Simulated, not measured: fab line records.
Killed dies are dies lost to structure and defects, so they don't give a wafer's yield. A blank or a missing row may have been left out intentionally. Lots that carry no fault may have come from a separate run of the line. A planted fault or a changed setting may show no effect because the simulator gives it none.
A sampling plan put to the test    flow rit-cmos    each of the 14 faults these records tell of, on one fab line, judged from the records of the lots it struck
The line's own looks make up the plan; these are the steps of the route where a gauge or inspection reads the wafer and leaves it unchanged. A look is open to judgement when struck wafers have a number at it and the file gives its usual mean and standard deviation on fault-free wafers. Caught: a look later than the fault's first step finds the struck wafers' mean 4 or more of those standard deviations (sigma) from the usual mean. On the tool: here the same test is run on the tool's own readings at the fault's steps. Also counted as caught: the struck wafers showing another recipe, or a record that is empty for them alone.

== THE FAULTS, as the simulator had put them in ==
1. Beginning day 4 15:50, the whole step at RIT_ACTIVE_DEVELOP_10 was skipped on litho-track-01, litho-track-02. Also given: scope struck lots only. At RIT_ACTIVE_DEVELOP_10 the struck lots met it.
2. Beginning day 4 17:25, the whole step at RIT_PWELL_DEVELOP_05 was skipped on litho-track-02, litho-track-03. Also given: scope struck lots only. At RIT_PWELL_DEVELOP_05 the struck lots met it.
3. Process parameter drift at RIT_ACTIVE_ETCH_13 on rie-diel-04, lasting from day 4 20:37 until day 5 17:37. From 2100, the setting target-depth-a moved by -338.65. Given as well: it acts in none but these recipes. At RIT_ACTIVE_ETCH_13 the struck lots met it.
4. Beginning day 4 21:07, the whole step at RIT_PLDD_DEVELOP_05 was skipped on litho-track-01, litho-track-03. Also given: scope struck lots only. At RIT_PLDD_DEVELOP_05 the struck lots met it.
5. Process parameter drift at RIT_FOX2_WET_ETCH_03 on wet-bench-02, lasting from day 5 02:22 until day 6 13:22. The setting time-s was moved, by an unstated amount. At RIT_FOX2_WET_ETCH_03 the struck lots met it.
6. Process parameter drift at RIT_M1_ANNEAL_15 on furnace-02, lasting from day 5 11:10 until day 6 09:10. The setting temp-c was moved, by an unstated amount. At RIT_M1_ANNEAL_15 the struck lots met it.
7. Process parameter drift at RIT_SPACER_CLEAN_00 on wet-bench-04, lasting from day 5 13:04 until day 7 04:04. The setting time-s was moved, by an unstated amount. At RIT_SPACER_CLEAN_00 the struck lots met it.
8. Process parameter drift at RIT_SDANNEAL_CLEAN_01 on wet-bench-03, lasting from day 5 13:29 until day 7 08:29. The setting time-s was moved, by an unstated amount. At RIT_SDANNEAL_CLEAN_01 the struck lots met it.
9. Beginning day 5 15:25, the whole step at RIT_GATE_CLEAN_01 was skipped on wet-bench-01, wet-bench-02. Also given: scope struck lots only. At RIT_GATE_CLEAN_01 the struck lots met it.
10. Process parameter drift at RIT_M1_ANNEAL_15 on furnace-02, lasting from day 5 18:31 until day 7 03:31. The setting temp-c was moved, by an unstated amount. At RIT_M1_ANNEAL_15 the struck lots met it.
11. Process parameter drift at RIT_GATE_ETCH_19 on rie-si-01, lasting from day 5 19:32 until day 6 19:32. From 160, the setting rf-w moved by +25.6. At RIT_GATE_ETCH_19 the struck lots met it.
12. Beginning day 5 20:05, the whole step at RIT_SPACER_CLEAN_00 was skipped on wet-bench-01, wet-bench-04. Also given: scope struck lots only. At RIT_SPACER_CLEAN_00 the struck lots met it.
13. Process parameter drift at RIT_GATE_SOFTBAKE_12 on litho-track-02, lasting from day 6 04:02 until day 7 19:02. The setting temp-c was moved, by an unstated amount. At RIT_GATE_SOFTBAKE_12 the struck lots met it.
14. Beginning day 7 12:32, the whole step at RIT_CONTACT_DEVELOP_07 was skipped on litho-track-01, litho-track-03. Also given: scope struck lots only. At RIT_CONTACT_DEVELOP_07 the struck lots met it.

== WHAT THE PLAN SAW ==
fault  on the tool itself                                first look that catches it                       reading, sigma  median hours from its first step to that look  hours from the fault's start to the first struck lot there  judged looks passed uncaught
1      the tool's record is blank for the struck wafers  no look after it can be judged                   -               -                                              -                                                           0
2      the tool's record is blank for the struck wafers  no look after it can be judged                   -               -                                              -                                                           0
3      oes-product-au +5.2 sigma                         no look after it can be judged                   -               -                                              -                                                           0
4      the tool's record is blank for the struck wafers  no look after it can be judged                   -               -                                              -                                                           0
5      run-length-s +23 sigma                            no look after it can be judged                   -               -                                              -                                                           0
6      tube-center-temp-C +99 or beyond sigma            no look after it can be judged                   -               -                                              -                                                           0
7      run-length-s +83 sigma                            none of the 2 looks that can be judged after it  -               -                                              -                                                           2
8      run-length-s +44 sigma                            no look after it can be judged                   -               -                                              -                                                           0
9      the tool's record is blank for the struck wafers  not the one look that can be judged after it     -               -                                              -                                                           1
10     tube-center-temp-C +99 or beyond sigma            no look after it can be judged                   -               -                                              -                                                           0
11     rf-fwd-power-W +52 sigma                          no look after it can be judged                   -               -                                              -                                                           0
12     the tool's record is blank for the struck wafers  no look after it can be judged                   -               -                                              -                                                           0
13     heater-power-total-W -7.8 sigma                   not the one look that can be judged after it     -               -                                              -                                                           1
14     the tool's record is blank for the struck wafers  no look after it can be judged                   -               -                                              -                                                           0
A dash: this means the fault isn't caught or the number doesn't appear in these records.

Caught at a look: 0 of 14. Caught on the tool: 14 of 14. By one or the other: 14 of 14.
On the tool alone, faults 1, 2, 3, 4, 5, 6, 7, 8, 9, 10, 11, 12, 13, 14 were caught.
